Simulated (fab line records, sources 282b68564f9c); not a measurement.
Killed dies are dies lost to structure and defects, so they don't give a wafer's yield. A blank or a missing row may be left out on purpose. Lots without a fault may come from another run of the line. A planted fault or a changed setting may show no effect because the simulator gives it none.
A struck lot beside a sound one | flow rit_cmos | 19 steps out of a route of 202
Sound: wafers L308.2, L308.4, L308.5. Struck: wafers L321.2, L321.4, L321.5. The cause comes at the end.
At each step with rows: each side's tool, then ch and its chambers, then its first start. Under that, the readings that differ: sound wafers | struck wafers | difference of the means | sigmas: that difference in standard deviations of wafers without a fault.
alike: readings whose means differ by less than 2 such deviations, and words and numbers that are the same on both sides. not compared: withheld readings, readings that some wafer has no value for, bounds like >300 that may hide the same value, and numbers for which the record gives no deviation and whose values overlap.
The two part at a step that has a row with sigmas, a row that says differs or no value, or rows on one side only. Numbers that don't overlap but have no deviation are shown without sigmas and don't part them. A reading that every wafer of one side lacks parts them only if that side has two wafers or more.

RIT_PLDD_TW_MEAS_10:
  sound on film_metro-03, day 3 05:05; struck on film_metro-04, day 5 23:18
  alike: PLDD_TW
then, 4 steps without rows for these wafers: RIT_SPACER_CLEAN_00 (cleans in SC1, time 600 s); RIT_SPACER_CLEAN_01 (cleans in dHF, time 30 s); RIT_SPACER_CLEAN_02 (cleans in SC2, time 600 s); RIT_SPACER_CVD_03 (deposits Si3N4 from SiH2Cl2/NH3, target thk 250 nm, time 3300 s).
RIT_SPACER_THK_MEAS_04:
  sound on film_metro-02, day 3 07:56; struck on film_metro-04, day 6 01:38
  reading                 | sound             | struck            | difference | sigmas
  SPACER_NITRIDE_THK (nm) | 246.5 247.0 246.5 | 255.0 252.1 255.2 | +7.4       | +3
RIT_SPACER_ETCHBACK_05: etches Si3N4 in SF6/CHF3, stops on SiO2, target depth 250 nm, time 240 s.
  sound on rie_diel-02 ch 0,1,3, day 3 07:59; struck on rie_diel-02 ch 0,2,3, day 6 01:41
  reading            | sound             | struck            | difference | sigmas
  rf_fwd_power_W (W) | 249.8 247.7 247.6 | 249.0 250.7 250.8 | +1.8       | +2
  alike: drypump_motor_current_A, oes_product_au, throttle_valve_pct
  not compared: rf_hours_counter_h
then, 5 steps without rows for these wafers: RIT_NSD_HMDS_00 (prime time 60 s); RIT_NSD_COAT_01 (resist thk 1000 nm); RIT_NSD_SOFTBAKE_02 (time 60 s); RIT_NSD_EXPOSE_03 (exposes mask M9, target cd 40700 nm); RIT_NSD_PEB_04.
RIT_NSD_DEVELOP_05: develop time 50 s.
  sound on litho_track-04 ch 0, day 3 09:00; struck on litho_track-04 ch 0, day 6 02:00
  alike: developer_temp_C
RIT_NSD_OVL_MEAS_06:
  sound on overlay-02, day 3 09:07; struck on overlay-01, day 6 02:42
  alike: NSD_OVL
then, 2 steps without rows for these wafers: RIT_NSD_HARDBAKE_07 (time 60 s); RIT_NSD_IMPLANT_08.
RIT_NSD_STRIP_09: strips in O2, time 180 s.
  sound on plasma_asher-01 ch 1, day 3 09:27; struck on plasma_asher-02 ch 0,1, day 6 03:02
  alike: drypump_motor_current_A
  not compared: rf_hours_counter_h
RIT_NSD_TW_MEAS_10:
  sound on film_metro-01, day 3 09:38; struck on film_metro-01, day 6 03:13
  reading | sound          | struck   | difference | sigmas
  NSD_TW  | 3137 3161 3137 | 30 30 30 | -3115      | -99 or more
then, 1 step without rows for these wafers: RIT_PSD_HMDS_00 (prime time 60 s).

WHERE THEY PART
First at RIT_SPACER_THK_MEAS_04; last, within this record, at RIT_NSD_TW_MEAS_10.

WHY: what the simulator had put in
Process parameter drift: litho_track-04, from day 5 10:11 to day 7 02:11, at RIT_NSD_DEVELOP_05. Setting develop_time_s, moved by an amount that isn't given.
